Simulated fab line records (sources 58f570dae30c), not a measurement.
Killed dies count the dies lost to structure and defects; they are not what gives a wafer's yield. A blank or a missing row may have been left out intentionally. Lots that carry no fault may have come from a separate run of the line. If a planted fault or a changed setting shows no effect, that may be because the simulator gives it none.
What tool caused it? -- flow berkeley_cmos170 -- Sampling: 6 lots, 18 wafers, 2 of 331 route steps

## WHAT THE GAUGES SHOWED, per wafer
UCB170_ACTIVE_THK_MEAS_06.
lot,measured,on,ACTIVE_NITRIDE_THK (nm)
L556,day 4 17:31,film_metro-03,221.2 220.7 223.2
L558,day 4 23:51,film_metro-04,220.9 219.0 221.6
L561,day 5 11:47,film_metro-01,217.4 219.1 220.5
L563,day 5 23:36,film_metro-03,220.5 220.3 220.6
L566,day 6 11:43,film_metro-01,211.5 211.2 211.3
L575,day 8 13:46,film_metro-04,220.0 220.6 220.2

## EACH LOT AND THE TOOL THAT RAN IT (in order: tool; ch and the chambers of the sampled wafers; start)
lot,UCB170_ACTIVE_CVD_05
L556,"lpcvd-01 ch 1, day 4 15:36"
L558,"lpcvd-01 ch 0, day 4 21:56"
L561,"lpcvd-02 ch 1, day 5 08:55"
L563,"lpcvd-01 ch 0, day 5 21:41"
L566,"lpcvd-01 ch 1, day 6 09:47"
L575,"lpcvd-02 ch 1, day 8 11:52"
- UCB170_ACTIVE_CVD_05: deposits Si3N4 from SiH2Cl2/NH3, target thk 220 nm, time 3300 s.

## THE ANSWER, worked out from the rows above alone
Rule: usual is defined by the lots themselves. The widest of any qualifying gaps counts: lots, ordered by their means at a reading, are off when they make up no more than a third of the lots, leave a main group of 4 or more, and stand apart from it by 3 or more times the standard deviation of that group's means. The tables above print the reading to a certain number of digits; a main group whose means all agree to those digits is not used. Also off: a lot with no number at a reading for which 4 or more lots have one. Where the step has rows for the other lots, those lots are counted as sound.
Off: at UCB170_ACTIVE_THK_MEAS_06 (ACTIVE_NITRIDE_THK), L566. The main group has a mean of 220.4 nm with a standard deviation of 0.86.
If a tool, at a process step before that reading, ran all the lots that are off and no sound lot after the first of them, it fits. Those tools and the gauges at UCB170_ACTIVE_THK_MEAS_06 are tried in the same way. This does not decide it: 2 tools fit, namely lpcvd-01 at UCB170_ACTIVE_CVD_05 and film_metro-01 at UCB170_ACTIVE_THK_MEAS_06.

## WHAT THE SIMULATOR PUT IN
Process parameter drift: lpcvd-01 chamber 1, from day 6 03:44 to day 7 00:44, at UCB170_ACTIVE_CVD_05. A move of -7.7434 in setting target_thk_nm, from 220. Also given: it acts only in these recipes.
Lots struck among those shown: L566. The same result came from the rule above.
